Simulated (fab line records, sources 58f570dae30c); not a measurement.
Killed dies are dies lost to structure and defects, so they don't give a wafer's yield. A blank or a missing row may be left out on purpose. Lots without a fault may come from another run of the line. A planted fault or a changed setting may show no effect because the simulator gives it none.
One fault seen from 2 desks | flow berkeley_cmos170 | each desk has only its own numbers; what lay behind them comes last

THE METROLOGY DESK
What the gauges read, lot by lot, whatever tool the lot ran on: means of the sampled wafers that have a number. A lot is out of limits, marked OUT, if its mean lies more than 4 standard deviations from the usual mean; the brackets give that distance.
Columns: A = M1_AL_RS at UCB170_M1_RS_MEAS_01, usual 0.0486 ohm/sq; B = M1_AL_THK at UCB170_M1_THK_MEAS_02, usual 602 nm; C = cd_nm at UCB170_M1_CD_MEAS_09, usual 699.6 nm; D = M1_OVL at UCB170_M1_OVL_MEAS_10, usual 1 nm
lot  | first seen here | A      | B   | C     | D
L714 | day 10 03:01    | 0.0490 | 594 | 700.1 | 1
L718 | day 10 19:22    | 0.0486 | 606 | 699.6 | 3
L721 | day 11 10:49    | 0.0491 | 593 | 697.9 | 0
L725 | day 11 23:44    | 0.0494 | 591 | 699.0 | 3
L724 | day 12 00:02    | 0.0490 | 597 | 697.7 | -2
L726 | day 12 15:26    | 0.0488 | 599 | 699.9 | 7
This desk's finding: nothing out of limits on any of the 6 lots.

THE TOOL OWNER'S DESK: rie_metal-03
The tool's own readings at UCB170_M1_METAL_ETCH_12 (etches Al in Cl2/BCl3, stops on PSG, target depth 780 nm, time 130 s): means of the sampled wafers that have a number, for each lot that ran on this tool. A lot is out of limits, marked OUT, if its mean lies more than 4 standard deviations from the usual mean; the brackets give that distance.
Columns: A = drypump_motor_current_A at UCB170_M1_METAL_ETCH_12, usual 5.7 A; B = oes_product_au at UCB170_M1_METAL_ETCH_12, usual 0.852 a.u.; C = run_length_s at UCB170_M1_METAL_ETCH_12, usual 158.5 s; D = throttle_valve_pct at UCB170_M1_METAL_ETCH_12, usual 24.34 %
lot  | first seen here | A   | B     | C               | D
L714 | day 10 04:16    | 5.8 | 0.858 | 157.8           | 24.66
L725 | day 12 00:56    | 5.9 | 0.809 | 170.9 (+21) OUT | 24.68
L726 | day 12 17:02    | 5.9 | 0.808 | 171.0 (+21) OUT | 24.68
This desk's finding: out of limits on L725, L726; first on L725, day 12 00:56 (run_length_s at UCB170_M1_METAL_ETCH_12). In limits: L714.

PUT TOGETHER
The tool owner's desk could have raised an alarm at day 12 00:56, on L725, L726.
The metrology desk saw nothing out of limits.
The metrology desk has L725, L726 on record, within its limits.
Of the lots named, all ran UCB170_M1_METAL_ETCH_12 on rie_metal-03.

WHAT THE SIMULATOR HAD PUT IN
Process parameter drift: rie_metal-03, from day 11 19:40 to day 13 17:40, at UCB170_M1_METAL_ETCH_12. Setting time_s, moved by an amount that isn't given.
Lots struck among those shown: L725, L726.
Hours from the fault's start to each desk's first reading out of limits: the tool owner's desk, 5.
